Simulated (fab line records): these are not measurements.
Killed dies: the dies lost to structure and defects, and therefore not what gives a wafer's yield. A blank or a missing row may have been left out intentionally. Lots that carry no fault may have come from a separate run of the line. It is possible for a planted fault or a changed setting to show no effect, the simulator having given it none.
Code-filled problem report in 8D (eight disciplines) form    flow berkeley cmos170    the parts of the form that need people (team, actions taken, sign-off) are left out

1. THE PROBLEM
Wafers free of any fault read 0.0482 ohm/sq (standard deviation 0.00053) for M1_AL_RS at UCB170_M1_RS_MEAS_01, against a mean of 0.0540 ohm/sq on 4 wafers of 3 lots. Relative to the usual mean, that is a shift of +11 standard deviations.
The step: measures by four-point-probe.
The first sign was on wafer L590.2 at day 8 19:29, on film metro-03. The record has a number at this step for 45 wafers belonging to 15 lots. The rule behind "out" and "out of limits": a value lying over 4 standard deviations away from the usual mean. Any other wafer with a number is counted as sound.

2. WHAT IT IS AND WHAT IT IS NOT
question                     is                              is not
which readings at this step  M1_AL_RS                        -
which lots                   L590, L593, L594                L583, L587, L588, L589, L592, L598, L600, L601, L603, L604, L605, L606
which wafers of those lots   L590.2, L593.3, L593.6, L594.1  L590.1, L590.6, L593.5, L594.4, L594.5
read on which gauges         film metro-01, film metro-03    film metro-04
when                         from day 8 19:29                up to then (14 sound wafers); but 27 sound wafers of L592, L593, L594, L598, L600, L601, L603, L604, L605, L606 came after

3. SUSPECTS, AND WHAT RULES EACH OUT
Counting: any tool at a process step up to the reading remains a suspect provided it ran every lot that is out. Sound lots after the first of them don't rule it out here, since some wafers of a struck lot are sound.
- the gauge at UCB170_M1_RS_MEAS_01 is ruled out. 2 gauges (film metro-01, film metro-03) read the wafers that are out.
- pvd sputter-03 at UCB170_M1_SPUTTER_00 (material Al, target thk 600 nm, time 80 s): kept. Ran every lot that is out, first one L590 (day 8 19:25); last sound lot up to then L589 (day 8 07:08).
The count leaves pvd sputter-03 at UCB170_M1_SPUTTER_00.

4. THE CAUSE (what the simulator had put in)
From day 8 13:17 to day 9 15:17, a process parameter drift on pvd sputter-03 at UCB170_M1_SPUTTER_00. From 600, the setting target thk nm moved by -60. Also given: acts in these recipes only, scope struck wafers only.
Counting left only this tool.

5. THE EFFECT CHAIN, in route order
Each row: a reading whose mean over the struck wafers that have a number lies more than 3 standard deviations from the usual. Readings are gone through only where the record gives a usual standard deviation; hours: the median, over the lots, of the time from a lot's start at the first step in this table giving one to that lot's start at this step; sigmas: the change measured in usual standard deviations.
hours  step                   reading    usual          on struck wafers  change   sigmas
0      UCB170_M1_RS_MEAS_01   M1_AL_RS   0.0482 ohm/sq  0.0540            +0.0058  +11
0      UCB170_M1_THK_MEAS_02  M1_AL_THK  602 nm         538               -64      -9.5
Later steps that measure or inspect, where all struck wafers having a row at the step show a number for every such reading and not one has moved that far: UCB170_M1_CD_MEAS_09.

6. HOW IT WOULD HAVE BEEN CAUGHT EARLIER
6 hours passed between the start of the fault at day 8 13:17 and the first reading out of limits at a measuring or inspecting step in this record, taken at day 8 19:29.
No tool reading at UCB170_M1_SPUTTER_00 that has a usual standard deviation in the record was out on any struck wafer, so an alarm limit of 4 standard deviations on those readings would not have fired.
Of the lots that are out (3), L593, L594 began UCB170_M1_SPUTTER_00 on pvd sputter-03 after day 8 19:29. A hold on the tool at that time would have spared those 2.
